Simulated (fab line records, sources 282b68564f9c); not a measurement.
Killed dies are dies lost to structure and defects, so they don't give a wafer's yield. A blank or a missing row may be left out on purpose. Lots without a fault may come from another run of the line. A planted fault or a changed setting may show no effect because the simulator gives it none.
Tool commonality check | flow rit_cmos | 14 lots, 42 wafers sampled

WHY IT WAS OPENED
At RIT_CONTACT_OVL_MEAS_09 the reading CONTACT_OVL is flagged on 3 of 14 lots. Wafers without a fault read -0.5 nm, standard deviation 1.5.
Rule: a lot is flagged when every wafer of it that has a number lies more than 4 standard deviations from that mean, or none has a number. The other lots count as sound.

lot  | measured    | on         | CONTACT_OVL (nm), wafer by wafer | flag
L322 | day 3 06:11 | overlay-01 | -0.9 -3.4 -1.2                   |
L323 | day 3 08:26 | overlay-01 | -0.2 0.9 -0.1                    |
L324 | day 3 13:30 | overlay-01 | 1.7 2.0 1.4                      |
L325 | day 3 20:13 | overlay-01 | -1.4 -2.1 -1.4                   |
L327 | day 4 05:31 | overlay-01 | 2.2 1.0 1.6                      |
L333 | day 5 14:00 | overlay-01 | -150.3 -150.5 -151.5             | FLAGGED
L334 | day 5 17:33 | overlay-01 | -150.7 -152.4 -154.8             | FLAGGED
L335 | day 5 22:01 | overlay-02 | -149.7 -149.2 -150.1             | FLAGGED
L337 | day 6 07:22 | overlay-01 | -0.9 0.9 0.4                     |
L340 | day 7 00:35 | overlay-01 | 0.7 0.7 0.9                      |
L342 | day 7 08:37 | overlay-01 | -0.8 -1.2 -1.2                   |
L343 | day 7 12:52 | overlay-02 | -1.0 -1.2 -2.2                   |
L344 | day 7 20:42 | overlay-02 | 0.0 0.6 1.3                      |
L345 | day 8 05:01 | overlay-01 | 0.6 -0.4 -1.1                    |
The numbers of the flagged lots are -151.0 nm on average: -150.5 nm against the usual, or -99 or more standard deviations.

WHICH TOOL RAN EACH LOT
The record holds 1 process step before the reading, out of a route of 202 steps. In each cell: the tool, then ch and the chambers that the sampled wafers went through, then the start.
lot  | flag    | RIT_CONTACT_EXPOSE_05
L322 |         | iline_stepper-02 ch 0, day 3 05:34
L323 |         | iline_stepper-01 ch 0, day 3 07:50
L324 |         | iline_stepper-01 ch 0, day 3 12:52
L325 |         | iline_stepper-01 ch 0, day 3 19:33
L327 |         | iline_stepper-01 ch 0, day 4 04:53
L333 | FLAGGED | iline_stepper-02 ch 0, day 5 13:22
L334 | FLAGGED | iline_stepper-02 ch 0, day 5 16:55
L335 | FLAGGED | iline_stepper-02 ch 0, day 5 21:22
L337 |         | iline_stepper-01 ch 0, day 6 06:44
L340 |         | iline_stepper-01 ch 0, day 6 23:58
L342 |         | iline_stepper-01 ch 0, day 7 07:58
L343 |         | iline_stepper-01 ch 0, day 7 12:15
L344 |         | iline_stepper-01 ch 0, day 7 20:04
L345 |         | iline_stepper-01 ch 0, day 8 04:24
What these steps do:
- RIT_CONTACT_EXPOSE_05: exposes mask M11, target cd 1000 nm.
- RIT_CONTACT_OVL_MEAS_09

FLAGGED OVER TOTAL, TOOL BY TOOL (the gauges that took the reading come last)
step                    | tool             | lots run | flagged | share of the flagged lots | sound lots run after its first flagged lot
RIT_CONTACT_EXPOSE_05   | iline_stepper-01 | 10       | 0       | none                      | -
RIT_CONTACT_EXPOSE_05   | iline_stepper-02 | 4        | 3       | all                       | 0
RIT_CONTACT_OVL_MEAS_09 | overlay-01       | 11       | 2       | some                      | 4 (L337,L340,L342,L345)
RIT_CONTACT_OVL_MEAS_09 | overlay-02       | 3        | 1       | some                      | 2 (L343,L344)

WHAT THE TABLE ALLOWS
1 row of the table ran every flagged lot: iline_stepper-02 at RIT_CONTACT_EXPOSE_05.
- iline_stepper-02 at RIT_CONTACT_EXPOSE_05: 3 of its 4 lots flagged. Its last sound lot is L322 (day 3 05:34), its first flagged lot L333 (day 5 13:22): a fault that began between those two fits.
One tool is left: iline_stepper-02 at RIT_CONTACT_EXPOSE_05.

WHAT THE SIMULATOR HAD PUT IN
Scanner matching overlay: iline_stepper-02, from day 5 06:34 on, at RIT_CONTACT_EXPOSE_05. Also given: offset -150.
Lots struck among those shown: L333, L334, L335. The rule above found the same.
